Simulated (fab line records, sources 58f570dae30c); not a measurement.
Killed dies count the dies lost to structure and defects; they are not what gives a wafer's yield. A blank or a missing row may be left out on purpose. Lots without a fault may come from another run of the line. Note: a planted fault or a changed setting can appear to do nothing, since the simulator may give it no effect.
fab line records / flow berkeley-cmos170
record lots=6 wafers=18 last-day=13
route steps=331 shown GATE@143 PLDD@145 NLDD@158
lots that met no fault: taken from a fault-free run of the same line
start-h: the number of hours between the record's first day and the start of the first shown wafer of the lot / wait-h: hours since the lot's step before / " identical to the entry in the row above / L1.1+2: one row covering several wafers at once / - no value, or no start was given / * or withheld: withheld / < > ~ a bound
route shown NAME@n: a module of which the file shows steps, and the number in the route of the first / usual: mean and standard deviation over wafers with no fault / same: alike in all rows / chamber/n: place in a boat / sites: each site's reading / _std_site: the standard deviation of these / _edge_site: inner sites' mean taken away from outer sites' mean / radius-mm: how far each site lies from the wafer's centre / mask NAME#n: copy n / behind: the last tool/chamber to shape the wafer / hold: why the lot was held/for how many hours/how that ended / device: which transistor (n, p or np) failed to switch / end of line: the tests these same wafers got at the end of their route / step lacking rows: just its recipe / killed: dies lost to structure and defects at the first sort, not the wafer's yield / map: shows each die of a wafer: x if killed, . if not, _ if none is there
set.NAME: the setting the step ran with; set.NAME@STEP: the setting that earlier step ran with / model.NAME: the simulator's own value behind a step, which no gauge read
a table for each step, a row for each wafer; lots at some steps of the route
services: the hour from which a tool's chamber was out of use, counted from the record's first day as start-h (under 0 if before that day), plus the number of hours and why
## steps
# step UCB170_GATE_CD_MEAS_90
# recipe target-cd-nm=350
# usual cd-nm=350.3/1.4
lot.wafer=L257.2 tool=cd-sem-01 chamber=- start-h=163.04 wait-h=0.1 cd-nm=349.3
lot.wafer=L257.4 tool=cd-sem-01 chamber=- start-h=163.04 wait-h=0.1 cd-nm=349.9
lot.wafer=L257.5 tool=cd-sem-01 chamber=- start-h=163.04 wait-h=0.1 cd-nm=350.0
lot.wafer=L266.1 tool=cd-sem-02 chamber=- start-h=208.73 wait-h=0.1 cd-nm=351.7
lot.wafer=L266.2 tool=cd-sem-02 chamber=- start-h=208.73 wait-h=0.1 cd-nm=350.5
lot.wafer=L266.4 tool=cd-sem-02 chamber=- start-h=208.73 wait-h=0.1 cd-nm=352.3
lot.wafer=L272.2 tool=cd-sem-02 chamber=- start-h=241.64 wait-h=0.1 cd-nm=350.6
lot.wafer=L272.4 tool=cd-sem-02 chamber=- start-h=241.64 wait-h=0.1 cd-nm=347.0
lot.wafer=L272.5 tool=cd-sem-02 chamber=- start-h=241.64 wait-h=0.1 cd-nm=350.0
lot.wafer=L273.1 tool=cd-sem-02 chamber=- start-h=241.81 wait-h=0.1 cd-nm=349.2
lot.wafer=L273.3 tool=cd-sem-02 chamber=- start-h=241.81 wait-h=0.1 cd-nm=350.9
lot.wafer=L273.6 tool=cd-sem-02 chamber=- start-h=241.81 wait-h=0.1 cd-nm=351.0
lot.wafer=L277.1 tool=cd-sem-01 chamber=- start-h=256.23 wait-h=0.1 cd-nm=350.6
lot.wafer=L277.3 tool=cd-sem-01 chamber=- start-h=256.23 wait-h=0.1 cd-nm=350.3
lot.wafer=L277.4 tool=cd-sem-01 chamber=- start-h=256.23 wait-h=0.1 cd-nm=350.8
lot.wafer=L278.2 tool=cd-sem-02 chamber=- start-h=266.43 wait-h=0.1 cd-nm=352.3
lot.wafer=L278.5 tool=cd-sem-02 chamber=- start-h=266.43 wait-h=0.1 cd-nm=351.8
lot.wafer=L278.6 tool=cd-sem-02 chamber=- start-h=266.43 wait-h=0.1 cd-nm=350.0
# step UCB170_GATE_CLEAN_17
# recipe chemistry=SPM temp-c=120 time-s=600
# step UCB170_PLDD_HMDS_00
# recipe prime-time-s=60 prime-temp-c=100
# step UCB170_PLDD_COAT_01
# recipe resist=KrF spin-rpm=1500 resist-thk-nm=900
# step UCB170_PLDD_SOFTBAKE_02
# recipe resist=KrF temp-c=130 time-s=60
# step UCB170_PLDD_EXPOSE_03
# recipe mask-id=PSELECT na=0.5 sigma-outer=0.6 source-shape=conventional target-cd-nm=1200 dose-mj=30
# step UCB170_PLDD_PEB_04
# recipe peb-temp-c=130 peb-time-s=withheld resist=KrF
# step UCB170_PLDD_DEVELOP_05
# recipe developer=TMAH develop-time-s=45 resist=KrF dev-temp-c=21
# step UCB170_PLDD_CD_MEAS_06
# recipe target-cd-nm=1200
# usual cd-nm=1199.7/1.2
lot.wafer=L257.2 tool=cd-sem-02 chamber=- start-h=164.24 wait-h=- cd-nm=1199.2
lot.wafer=L257.4 tool=cd-sem-02 chamber=- start-h=164.24 wait-h=- cd-nm=1197.8
lot.wafer=L257.5 tool=cd-sem-02 chamber=- start-h=164.24 wait-h=- cd-nm=1199.9
lot.wafer=L266.1 tool=cd-sem-01 chamber=- start-h=210.20 wait-h=- cd-nm=1199.3
lot.wafer=L266.2 tool=cd-sem-01 chamber=- start-h=210.20 wait-h=- cd-nm=1199.2
lot.wafer=L266.4 tool=cd-sem-01 chamber=- start-h=210.20 wait-h=- cd-nm=1198.7
lot.wafer=L272.2 tool=cd-sem-01 chamber=- start-h=244.03 wait-h=- cd-nm=1197.7
lot.wafer=L272.4 tool=cd-sem-01 chamber=- start-h=244.03 wait-h=- cd-nm=1198.5
lot.wafer=L272.5 tool=cd-sem-01 chamber=- start-h=244.03 wait-h=- cd-nm=1199.1
lot.wafer=L273.1 tool=cd-sem-02 chamber=- start-h=244.31 wait-h=- cd-nm=1199.4
lot.wafer=L273.3 tool=cd-sem-02 chamber=- start-h=244.31 wait-h=- cd-nm=1200.3
lot.wafer=L273.6 tool=cd-sem-02 chamber=- start-h=244.31 wait-h=- cd-nm=1200.2
lot.wafer=L277.1 tool=cd-sem-01 chamber=- start-h=257.88 wait-h=- cd-nm=1201.3
lot.wafer=L277.3 tool=cd-sem-01 chamber=- start-h=257.88 wait-h=- cd-nm=1201.2
lot.wafer=L277.4 tool=cd-sem-01 chamber=- start-h=257.88 wait-h=- cd-nm=1201.2
lot.wafer=L278.2 tool=cd-sem-01 chamber=- start-h=268.36 wait-h=- cd-nm=1197.8
lot.wafer=L278.5 tool=cd-sem-01 chamber=- start-h=268.36 wait-h=- cd-nm=1199.1
lot.wafer=L278.6 tool=cd-sem-01 chamber=- start-h=268.36 wait-h=- cd-nm=1198.0
# step UCB170_PLDD_OVL_MEAS_07
# usual PLDD_OVL=0/6.1
lot.wafer=L257.2 tool=overlay-01 chamber=- start-h=164.35 wait-h=0.1 PLDD_OVL[nm]=13
lot.wafer=L257.4 tool=overlay-01 chamber=- start-h=164.35 wait-h=0.1 PLDD_OVL[nm]=3
lot.wafer=L257.5 tool=overlay-01 chamber=- start-h=164.35 wait-h=0.1 PLDD_OVL[nm]=3
lot.wafer=L266.1 tool=overlay-02 chamber=- start-h=210.32 wait-h=0.1 PLDD_OVL[nm]=7
lot.wafer=L266.2 tool=overlay-02 chamber=- start-h=210.32 wait-h=0.1 PLDD_OVL[nm]=-4
lot.wafer=L266.4 tool=overlay-02 chamber=- start-h=210.32 wait-h=0.1 PLDD_OVL[nm]=-2
lot.wafer=L272.2 tool=overlay-02 chamber=- start-h=244.13 wait-h=0.1 PLDD_OVL[nm]=2
lot.wafer=L272.4 tool=overlay-02 chamber=- start-h=244.13 wait-h=0.1 PLDD_OVL[nm]=3
lot.wafer=L272.5 tool=overlay-02 chamber=- start-h=244.13 wait-h=0.1 PLDD_OVL[nm]=15
lot.wafer=L273.1 tool=overlay-01 chamber=- start-h=244.43 wait-h=0.1 PLDD_OVL[nm]=2
lot.wafer=L273.3 tool=overlay-01 chamber=- start-h=244.43 wait-h=0.1 PLDD_OVL[nm]=-1
lot.wafer=L273.6 tool=overlay-01 chamber=- start-h=244.43 wait-h=0.1 PLDD_OVL[nm]=0
lot.wafer=L277.1 tool=overlay-02 chamber=- start-h=258.00 wait-h=0.1 PLDD_OVL[nm]=0
lot.wafer=L277.3 tool=overlay-02 chamber=- start-h=258.00 wait-h=0.1 PLDD_OVL[nm]=-1
lot.wafer=L277.4 tool=overlay-02 chamber=- start-h=258.00 wait-h=0.1 PLDD_OVL[nm]=0
lot.wafer=L278.2 tool=overlay-01 chamber=- start-h=268.47 wait-h=0.1 PLDD_OVL[nm]=-5
lot.wafer=L278.5 tool=overlay-01 chamber=- start-h=268.47 wait-h=0.1 PLDD_OVL[nm]=6
lot.wafer=L278.6 tool=overlay-01 chamber=- start-h=268.47 wait-h=0.1 PLDD_OVL[nm]=-2
# step UCB170_PLDD_IMPLANT_08
# recipe species=BF2 dose-cm2=5e+13 energy-kev=10 tilt-deg=7 rotation-deg=0
# step UCB170_PLDD_IMPLANT_09
# recipe species=BF2 dose-cm2=5e+13 energy-kev=10 tilt-deg=7 rotation-deg=180
# step UCB170_PLDD_STRIP_10
# recipe chemistry=O2 power-w=400 pressure-mtorr=3500 platen-temp-c=withheld o2-flow-sccm=400 overash-fraction=0.5
# usual chamber-pressure-mTorr=3500.0/2.8 drypump-motor-current-A=5.6/0.44 oes-product-au=0.734/0.0044 overash-fraction=0.5/0 strip-time-to-endpoint-s=21.66/0.066
lot.wafer=L257.2 tool=plasma-asher-01 chamber=0 start-h=164.68 wait-h=0.1 chamber-pressure-mTorr=3500.1 drypump-motor-current-A=6.0 oes-product-au=0.735 overash-fraction=0.5 rf-hours-counter-h=46 strip-time-to-endpoint-s=21.62 model.KrF_of_PLDD_COAT_01.thk-nm=0
lot.wafer=L257.4 tool=plasma-asher-01 chamber=1 start-h=164.68 wait-h=0.1 chamber-pressure-mTorr=3503.5 drypump-motor-current-A=6.0 oes-product-au=0.734 overash-fraction=0.5 rf-hours-counter-h=- strip-time-to-endpoint-s=21.59 model.KrF_of_PLDD_COAT_01.thk-nm=0
lot.wafer=L257.5 tool=plasma-asher-01 chamber=1 start-h=164.68 wait-h=0.1 chamber-pressure-mTorr=3504.6 drypump-motor-current-A=6.0 oes-product-au=0.739 overash-fraction=0.5 rf-hours-counter-h=- strip-time-to-endpoint-s=21.57 model.KrF_of_PLDD_COAT_01.thk-nm=0
lot.wafer=L266.1 tool=plasma-asher-01 chamber=1 start-h=210.66 wait-h=0.1 chamber-pressure-mTorr=3500.7 drypump-motor-current-A=6.0 oes-product-au=0.738 overash-fraction=0.5 rf-hours-counter-h=51 strip-time-to-endpoint-s=21.67 model.KrF_of_PLDD_COAT_01.thk-nm=0
lot.wafer=L266.2 tool=plasma-asher-01 chamber=0 start-h=210.66 wait-h=0.1 chamber-pressure-mTorr=3499.6 drypump-motor-current-A=6.0 oes-product-au=0.731 overash-fraction=0.5 rf-hours-counter-h=51 strip-time-to-endpoint-s=21.63 model.KrF_of_PLDD_COAT_01.thk-nm=0
lot.wafer=L266.4 tool=plasma-asher-01 chamber=0 start-h=210.66 wait-h=0.1 chamber-pressure-mTorr=3501.0 drypump-motor-current-A=6.0 oes-product-au=0.735 overash-fraction=0.5 rf-hours-counter-h=- strip-time-to-endpoint-s=21.64 model.KrF_of_PLDD_COAT_01.thk-nm=0
lot.wafer=L272.2 tool=plasma-asher-01 chamber=1 start-h=244.46 wait-h=0.1 chamber-pressure-mTorr=- drypump-motor-current-A=- oes-product-au=- overash-fraction=- rf-hours-counter-h=- strip-time-to-endpoint-s=- model.KrF_of_PLDD_COAT_01.thk-nm=890.1
lot.wafer=L272.4 tool=plasma-asher-01 chamber=0 start-h=244.46 wait-h=0.1 chamber-pressure-mTorr=- drypump-motor-current-A=- oes-product-au=- overash-fraction=- rf-hours-counter-h=- strip-time-to-endpoint-s=- model.KrF_of_PLDD_COAT_01.thk-nm=888.6
lot.wafer=L272.5 tool=plasma-asher-01 chamber=0 start-h=244.46 wait-h=0.1 chamber-pressure-mTorr=- drypump-motor-current-A=- oes-product-au=- overash-fraction=- rf-hours-counter-h=- strip-time-to-endpoint-s=- model.KrF_of_PLDD_COAT_01.thk-nm=887.2
lot.wafer=L273.1 tool=plasma-asher-03 chamber=0 start-h=244.77 wait-h=0.1 chamber-pressure-mTorr=- drypump-motor-current-A=- oes-product-au=- overash-fraction=- rf-hours-counter-h=- strip-time-to-endpoint-s=- model.KrF_of_PLDD_COAT_01.thk-nm=888.5
lot.wafer=L273.3 tool=plasma-asher-03 chamber=1 start-h=244.77 wait-h=0.1 chamber-pressure-mTorr=- drypump-motor-current-A=- oes-product-au=- overash-fraction=- rf-hours-counter-h=- strip-time-to-endpoint-s=- model.KrF_of_PLDD_COAT_01.thk-nm=889.8
lot.wafer=L273.6 tool=plasma-asher-03 chamber=0 start-h=244.77 wait-h=0.1 chamber-pressure-mTorr=- drypump-motor-current-A=- oes-product-au=- overash-fraction=- rf-hours-counter-h=- strip-time-to-endpoint-s=- model.KrF_of_PLDD_COAT_01.thk-nm=890.4
lot.wafer=L277.1 tool=plasma-asher-03 chamber=0 start-h=258.34 wait-h=0.1 chamber-pressure-mTorr=3498.7 drypump-motor-current-A=4.8 oes-product-au=0.726 overash-fraction=0.5 rf-hours-counter-h=15 strip-time-to-endpoint-s=21.53 model.KrF_of_PLDD_COAT_01.thk-nm=0
lot.wafer=L277.3 tool=plasma-asher-03 chamber=1 start-h=258.34 wait-h=0.1 chamber-pressure-mTorr=3498.7 drypump-motor-current-A=5.6 oes-product-au=0.736 overash-fraction=0.5 rf-hours-counter-h=- strip-time-to-endpoint-s=21.53 model.KrF_of_PLDD_COAT_01.thk-nm=0
lot.wafer=L277.4 tool=plasma-asher-03 chamber=0 start-h=258.34 wait-h=0.1 chamber-pressure-mTorr=3502.1 drypump-motor-current-A=4.8 oes-product-au=0.727 overash-fraction=0.5 rf-hours-counter-h=- strip-time-to-endpoint-s=21.52 model.KrF_of_PLDD_COAT_01.thk-nm=0
lot.wafer=L278.2 tool=plasma-asher-01 chamber=0 start-h=268.80 wait-h=0.1 chamber-pressure-mTorr=3496.9 drypump-motor-current-A=6.0 oes-product-au=0.733 overash-fraction=0.5 rf-hours-counter-h=58 strip-time-to-endpoint-s=21.69 model.KrF_of_PLDD_COAT_01.thk-nm=0
lot.wafer=L278.5 tool=plasma-asher-01 chamber=1 start-h=268.80 wait-h=0.1 chamber-pressure-mTorr=3499.9 drypump-motor-current-A=6.0 oes-product-au=0.731 overash-fraction=0.5 rf-hours-counter-h=- strip-time-to-endpoint-s=21.66 model.KrF_of_PLDD_COAT_01.thk-nm=0
lot.wafer=L278.6 tool=plasma-asher-01 chamber=0 start-h=268.80 wait-h=0.1 chamber-pressure-mTorr=3501.1 drypump-motor-current-A=6.0 oes-product-au=0.738 overash-fraction=0.5 rf-hours-counter-h=- strip-time-to-endpoint-s=21.68 model.KrF_of_PLDD_COAT_01.thk-nm=0
# step UCB170_PLDD_TW_MEAS_11
# usual PLDD_TW=1007/6
lot.wafer=L257.2 tool=film-metro-02 chamber=- start-h=164.79 wait-h=0.1 PLDD_TW=1007
lot.wafer=L257.4 tool=film-metro-02 chamber=- start-h=164.79 wait-h=0.1 PLDD_TW=1002
lot.wafer=L257.5 tool=film-metro-02 chamber=- start-h=164.79 wait-h=0.1 PLDD_TW=1001
lot.wafer=L266.1 tool=film-metro-02 chamber=- start-h=210.76 wait-h=0.1 PLDD_TW=1008
lot.wafer=L266.2 tool=film-metro-02 chamber=- start-h=210.76 wait-h=0.1 PLDD_TW=1008
lot.wafer=L266.4 tool=film-metro-02 chamber=- start-h=210.76 wait-h=0.1 PLDD_TW=1009
lot.wafer=L272.2 tool=film-metro-01 chamber=- start-h=244.57 wait-h=0.1 PLDD_TW=1003
lot.wafer=L272.4 tool=film-metro-01 chamber=- start-h=244.57 wait-h=0.1 PLDD_TW=999
lot.wafer=L272.5 tool=film-metro-01 chamber=- start-h=244.57 wait-h=0.1 PLDD_TW=997
lot.wafer=L273.1 tool=film-metro-02 chamber=- start-h=244.87 wait-h=0.1 PLDD_TW=1004
lot.wafer=L273.3 tool=film-metro-02 chamber=- start-h=244.87 wait-h=0.1 PLDD_TW=1000
lot.wafer=L273.6 tool=film-metro-02 chamber=- start-h=244.87 wait-h=0.1 PLDD_TW=1000
lot.wafer=L277.1 tool=film-metro-01 chamber=- start-h=258.44 wait-h=0.1 PLDD_TW=999
lot.wafer=L277.3 tool=film-metro-01 chamber=- start-h=258.44 wait-h=0.1 PLDD_TW=999
lot.wafer=L277.4 tool=film-metro-01 chamber=- start-h=258.44 wait-h=0.1 PLDD_TW=1005
lot.wafer=L278.2 tool=film-metro-02 chamber=- start-h=268.91 wait-h=0.1 PLDD_TW=1007
lot.wafer=L278.5 tool=film-metro-02 chamber=- start-h=268.91 wait-h=0.1 PLDD_TW=1005
lot.wafer=L278.6 tool=film-metro-02 chamber=- start-h=268.91 wait-h=0.1 PLDD_TW=1009
# step UCB170_PLDD_CLEAN_12
# recipe chemistry=SPM temp-c=120 time-s=600
# step UCB170_NLDD_HMDS_00
# recipe prime-time-s=60 prime-temp-c=100
# step UCB170_NLDD_COAT_01
# recipe resist=KrF spin-rpm=1500 resist-thk-nm=900
# step UCB170_NLDD_SOFTBAKE_02
# recipe resist=KrF temp-c=130 time-s=60
# step UCB170_NLDD_EXPOSE_03
# recipe mask-id=NSELECT na=0.5 sigma-outer=0.6 source-shape=conventional target-cd-nm=1200 dose-mj=30
# step UCB170_NLDD_PEB_04
# recipe peb-temp-c=130 peb-time-s=withheld resist=KrF
# step UCB170_NLDD_DEVELOP_05
# recipe developer=TMAH develop-time-s=45 resist=KrF dev-temp-c=21
# step UCB170_NLDD_CD_MEAS_06
# recipe target-cd-nm=1200
# usual cd-nm=1200.3/1.3
lot.wafer=L257.2 tool=cd-sem-02 chamber=- start-h=166.49 wait-h=- cd-nm=1201.1
lot.wafer=L257.4 tool=cd-sem-02 chamber=- start-h=166.49 wait-h=- cd-nm=1201.1
lot.wafer=L257.5 tool=cd-sem-02 chamber=- start-h=166.49 wait-h=- cd-nm=1199.8
lot.wafer=L266.1 tool=cd-sem-01 chamber=- start-h=212.52 wait-h=- cd-nm=1199.4
lot.wafer=L266.2 tool=cd-sem-01 chamber=- start-h=212.52 wait-h=- cd-nm=1199.9
lot.wafer=L266.4 tool=cd-sem-01 chamber=- start-h=212.52 wait-h=- cd-nm=1199.4
lot.wafer=L272.2 tool=cd-sem-01 chamber=- start-h=247.22 wait-h=- cd-nm=1200.2
lot.wafer=L272.4 tool=cd-sem-01 chamber=- start-h=247.22 wait-h=- cd-nm=1201.6
lot.wafer=L272.5 tool=cd-sem-01 chamber=- start-h=247.22 wait-h=- cd-nm=1200.7
lot.wafer=L273.1 tool=cd-sem-01 chamber=- start-h=247.89 wait-h=- cd-nm=1198.8
lot.wafer=L273.3 tool=cd-sem-01 chamber=- start-h=247.89 wait-h=- cd-nm=1199.0
lot.wafer=L273.6 tool=cd-sem-01 chamber=- start-h=247.89 wait-h=- cd-nm=1199.8
lot.wafer=L277.1 tool=cd-sem-02 chamber=- start-h=259.84 wait-h=- cd-nm=1201.7
lot.wafer=L277.3 tool=cd-sem-02 chamber=- start-h=259.84 wait-h=- cd-nm=1202.3
lot.wafer=L277.4 tool=cd-sem-02 chamber=- start-h=259.84 wait-h=- cd-nm=1201.8
lot.wafer=L278.2 tool=cd-sem-01 chamber=- start-h=270.67 wait-h=- cd-nm=1199.0
lot.wafer=L278.5 tool=cd-sem-01 chamber=- start-h=270.67 wait-h=- cd-nm=1198.4
lot.wafer=L278.6 tool=cd-sem-01 chamber=- start-h=270.67 wait-h=- cd-nm=1198.6
# step UCB170_NLDD_OVL_MEAS_07
# usual NLDD_OVL=0/4.9
lot.wafer=L257.2 tool=overlay-01 chamber=- start-h=166.59 wait-h=0.1 NLDD_OVL[nm]=-4
lot.wafer=L257.4 tool=overlay-01 chamber=- start-h=166.59 wait-h=0.1 NLDD_OVL[nm]=1
lot.wafer=L257.5 tool=overlay-01 chamber=- start-h=166.59 wait-h=0.1 NLDD_OVL[nm]=-3
lot.wafer=L266.1 tool=overlay-02 chamber=- start-h=212.64 wait-h=0.1 NLDD_OVL[nm]=9
lot.wafer=L266.2 tool=overlay-02 chamber=- start-h=212.64 wait-h=0.1 NLDD_OVL[nm]=5
lot.wafer=L266.4 tool=overlay-02 chamber=- start-h=212.64 wait-h=0.1 NLDD_OVL[nm]=6
lot.wafer=L272.2 tool=overlay-02 chamber=- start-h=247.33 wait-h=0.1 NLDD_OVL[nm]=-2
lot.wafer=L272.4 tool=overlay-02 chamber=- start-h=247.33 wait-h=0.1 NLDD_OVL[nm]=2
lot.wafer=L272.5 tool=overlay-02 chamber=- start-h=247.33 wait-h=0.1 NLDD_OVL[nm]=-3
lot.wafer=L273.1 tool=overlay-01 chamber=- start-h=248.01 wait-h=0.1 NLDD_OVL[nm]=5
lot.wafer=L273.3 tool=overlay-01 chamber=- start-h=248.01 wait-h=0.1 NLDD_OVL[nm]=2
lot.wafer=L273.6 tool=overlay-01 chamber=- start-h=248.01 wait-h=0.1 NLDD_OVL[nm]=-3
lot.wafer=L277.1 tool=overlay-01 chamber=- start-h=259.96 wait-h=0.1 NLDD_OVL[nm]=2
lot.wafer=L277.3 tool=overlay-01 chamber=- start-h=259.96 wait-h=0.1 NLDD_OVL[nm]=8
lot.wafer=L277.4 tool=overlay-01 chamber=- start-h=259.96 wait-h=0.1 NLDD_OVL[nm]=3
lot.wafer=L278.2 tool=overlay-01 chamber=- start-h=270.78 wait-h=0.1 NLDD_OVL[nm]=6
lot.wafer=L278.5 tool=overlay-01 chamber=- start-h=270.78 wait-h=0.1 NLDD_OVL[nm]=0
lot.wafer=L278.6 tool=overlay-01 chamber=- start-h=270.78 wait-h=0.1 NLDD_OVL[nm]=4
# step UCB170_NLDD_IMPLANT_08
# recipe species=As dose-cm2=5e+13 energy-kev=30 tilt-deg=7 rotation-deg=0
# step UCB170_NLDD_IMPLANT_09
# recipe species=As dose-cm2=5e+13 energy-kev=30 tilt-deg=7 rotation-deg=180
# step UCB170_NLDD_STRIP_10
# recipe chemistry=O2 power-w=400 pressure-mtorr=3500 platen-temp-c=withheld o2-flow-sccm=400 overash-fraction=0.5
# usual chamber-pressure-mTorr=3500/3.4 drypump-motor-current-A=5.5/0.42 oes-product-au=0.734/0.0047 strip-time-to-endpoint-s=21.62/0.064
# same overash-fraction=0.5
lot.wafer=L257.2 tool=plasma-asher-03 chamber=0 start-h=166.92 wait-h=0.1 chamber-pressure-mTorr=3504 drypump-motor-current-A=4.8 oes-product-au=0.735 rf-hours-counter-h=5 strip-time-to-endpoint-s=21.62
lot.wafer=L257.4 tool=plasma-asher-03 chamber=1 start-h=166.92 wait-h=0.1 chamber-pressure-mTorr=3499 drypump-motor-current-A=5.6 oes-product-au=0.736 rf-hours-counter-h=- strip-time-to-endpoint-s=21.64
lot.wafer=L257.5 tool=plasma-asher-03 chamber=1 start-h=166.92 wait-h=0.1 chamber-pressure-mTorr=3501 drypump-motor-current-A=5.6 oes-product-au=0.730 rf-hours-counter-h=- strip-time-to-endpoint-s=21.61
lot.wafer=L266.1 tool=plasma-asher-03 chamber=0 start-h=212.98 wait-h=0.1 chamber-pressure-mTorr=3495 drypump-motor-current-A=4.8 oes-product-au=0.731 rf-hours-counter-h=10 strip-time-to-endpoint-s=21.69
lot.wafer=L266.2 tool=plasma-asher-03 chamber=1 start-h=212.98 wait-h=0.1 chamber-pressure-mTorr=3504 drypump-motor-current-A=5.6 oes-product-au=0.726 rf-hours-counter-h=10 strip-time-to-endpoint-s=21.73
lot.wafer=L266.4 tool=plasma-asher-03 chamber=1 start-h=212.98 wait-h=0.1 chamber-pressure-mTorr=3500 drypump-motor-current-A=5.6 oes-product-au=0.740 rf-hours-counter-h=- strip-time-to-endpoint-s=21.69
lot.wafer=L272.2 tool=plasma-asher-02 chamber=1 start-h=247.66 wait-h=0.1 chamber-pressure-mTorr=3503 drypump-motor-current-A=5.1 oes-product-au=0.731 rf-hours-counter-h=50 strip-time-to-endpoint-s=47.96
lot.wafer=L272.4 tool=plasma-asher-02 chamber=1 start-h=247.66 wait-h=0.1 chamber-pressure-mTorr=3499 drypump-motor-current-A=5.1 oes-product-au=0.739 rf-hours-counter-h=- strip-time-to-endpoint-s=47.92
lot.wafer=L272.5 tool=plasma-asher-02 chamber=1 start-h=247.66 wait-h=0.1 chamber-pressure-mTorr=3502 drypump-motor-current-A=5.1 oes-product-au=0.732 rf-hours-counter-h=- strip-time-to-endpoint-s=47.84
lot.wafer=L273.1 tool=plasma-asher-03 chamber=0 start-h=248.34 wait-h=0.1 chamber-pressure-mTorr=3501 drypump-motor-current-A=4.8 oes-product-au=0.735 rf-hours-counter-h=14 strip-time-to-endpoint-s=47.93
lot.wafer=L273.3 tool=plasma-asher-03 chamber=1 start-h=248.34 wait-h=0.1 chamber-pressure-mTorr=3497 drypump-motor-current-A=5.6 oes-product-au=0.743 rf-hours-counter-h=- strip-time-to-endpoint-s=47.93
lot.wafer=L273.6 tool=plasma-asher-03 chamber=1 start-h=248.34 wait-h=0.1 chamber-pressure-mTorr=3501 drypump-motor-current-A=5.6 oes-product-au=0.743 rf-hours-counter-h=- strip-time-to-endpoint-s=47.98
lot.wafer=L277.1 tool=plasma-asher-01 chamber=1 start-h=260.30 wait-h=0.1 chamber-pressure-mTorr=3496 drypump-motor-current-A=6.0 oes-product-au=0.741 rf-hours-counter-h=57 strip-time-to-endpoint-s=21.64
lot.wafer=L277.3 tool=plasma-asher-01 chamber=0 start-h=260.30 wait-h=0.1 chamber-pressure-mTorr=3503 drypump-motor-current-A=6.0 oes-product-au=0.742 rf-hours-counter-h=- strip-time-to-endpoint-s=21.63
lot.wafer=L277.4 tool=plasma-asher-01 chamber=1 start-h=260.30 wait-h=0.1 chamber-pressure-mTorr=3496 drypump-motor-current-A=6.0 oes-product-au=0.734 rf-hours-counter-h=- strip-time-to-endpoint-s=21.55
lot.wafer=L278.2 tool=plasma-asher-02 chamber=0 start-h=271.11 wait-h=0.1 chamber-pressure-mTorr=3496 drypump-motor-current-A=5.6 oes-product-au=0.730 rf-hours-counter-h=53 strip-time-to-endpoint-s=21.53
lot.wafer=L278.5 tool=plasma-asher-02 chamber=0 start-h=271.11 wait-h=0.1 chamber-pressure-mTorr=3503 drypump-motor-current-A=5.6 oes-product-au=0.736 rf-hours-counter-h=- strip-time-to-endpoint-s=21.50
lot.wafer=L278.6 tool=plasma-asher-02 chamber=1 start-h=271.11 wait-h=0.1 chamber-pressure-mTorr=3503 drypump-motor-current-A=5.1 oes-product-au=0.739 rf-hours-counter-h=- strip-time-to-endpoint-s=21.48
# step UCB170_NLDD_TW_MEAS_11
# usual NLDD_TW=2210/16
lot.wafer=L257.2 tool=film-metro-02 chamber=- start-h=167.03 wait-h=0.1 hold=- NLDD_TW=2187
lot.wafer=L257.4 tool=film-metro-02 chamber=- start-h=167.03 wait-h=0.1 hold=- NLDD_TW=2192
lot.wafer=L257.5 tool=film-metro-02 chamber=- start-h=167.03 wait-h=0.1 hold=- NLDD_TW=2201
lot.wafer=L266.1 tool=film-metro-02 chamber=- start-h=213.08 wait-h=0.1 hold=- NLDD_TW=2206
lot.wafer=L266.2 tool=film-metro-02 chamber=- start-h=213.08 wait-h=0.1 hold=- NLDD_TW=2205
lot.wafer=L266.4 tool=film-metro-02 chamber=- start-h=213.08 wait-h=0.1 hold=- NLDD_TW=2216
lot.wafer=L272.2 tool=film-metro-02 chamber=- start-h=247.77 wait-h=0.1 hold=await-dispo/0.2h/release NLDD_TW=30
lot.wafer=L272.4 tool=film-metro-02 chamber=- start-h=247.77 wait-h=0.1 hold=await-dispo/0.2h/release NLDD_TW=30
lot.wafer=L272.5 tool=film-metro-02 chamber=- start-h=247.77 wait-h=0.1 hold=await-dispo/0.2h/release NLDD_TW=30
lot.wafer=L272.2 tool=film-metro-02 chamber=- start-h=247.99 wait-h=0.2 hold=- NLDD_TW=30
lot.wafer=L272.4 tool=film-metro-02 chamber=- start-h=247.99 wait-h=0.2 hold=- NLDD_TW=30
lot.wafer=L272.5 tool=film-metro-02 chamber=- start-h=247.99 wait-h=0.2 hold=- NLDD_TW=30
lot.wafer=L273.1 tool=film-metro-01 chamber=- start-h=248.44 wait-h=0.1 hold=await-dispo/0.2h/release NLDD_TW=30
lot.wafer=L273.3 tool=film-metro-01 chamber=- start-h=248.44 wait-h=0.1 hold=await-dispo/0.2h/release NLDD_TW=30
lot.wafer=L273.6 tool=film-metro-01 chamber=- start-h=248.44 wait-h=0.1 hold=await-dispo/0.2h/release NLDD_TW=30
lot.wafer=L273.1 tool=film-metro-01 chamber=- start-h=248.67 wait-h=0.2 hold=- NLDD_TW=30
lot.wafer=L273.3 tool=film-metro-01 chamber=- start-h=248.67 wait-h=0.2 hold=- NLDD_TW=30
lot.wafer=L273.6 tool=film-metro-01 chamber=- start-h=248.67 wait-h=0.2 hold=- NLDD_TW=30
lot.wafer=L277.1 tool=film-metro-02 chamber=- start-h=260.40 wait-h=0.1 hold=- NLDD_TW=2199
lot.wafer=L277.3 tool=film-metro-02 chamber=- start-h=260.40 wait-h=0.1 hold=- NLDD_TW=2204
lot.wafer=L277.4 tool=film-metro-02 chamber=- start-h=260.40 wait-h=0.1 hold=- NLDD_TW=2189
lot.wafer=L278.2 tool=film-metro-02 chamber=- start-h=271.22 wait-h=0.1 hold=- NLDD_TW=2208
lot.wafer=L278.5 tool=film-metro-02 chamber=- start-h=271.22 wait-h=0.1 hold=- NLDD_TW=2213
lot.wafer=L278.6 tool=film-metro-02 chamber=- start-h=271.22 wait-h=0.1 hold=- NLDD_TW=2201
## services
tool=plasma-asher-03 chamber=- start-h=152.87 hours=0.6 kind=repair
tool=plasma-asher-03 chamber=- start-h=233.96 hours=5.4 kind=repair
## key
first-sign step=UCB170_PLDD_STRIP_10 reading=tool-record direction=missing
effect step=UCB170_NLDD_STRIP_10 reading=strip-time-to-endpoint-s direction=up sigmas=99+ usual=* struck=*
effect step=UCB170_NLDD_TW_MEAS_11 reading=visit direction=added
effect step=UCB170_NLDD_TW_MEAS_11 reading=NLDD_TW direction=down sigmas=99+ usual=2210 struck=30
model-effect step=UCB170_PLDD_STRIP_10 value=KrF_of_PLDD_COAT_01.thk-nm without=0 struck=889.1
met-at UCB170_PLDD_STRIP_10
struck-wafers L272.2,L272.4,L272.5,L273.1,L273.3,L273.6
scrapped-behind UCB170_NLDD_TW_MEAS_11 L272.2,L272.4,L272.5,L273.1,L273.3,L273.6
onset-between 210.66 244.46
fault kind=skipped-step-whole tool=plasma-asher-01,plasma-asher-03 chamber=- onset-h=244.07 steps=UCB170_PLDD_STRIP_10 scope=struck-lots-only
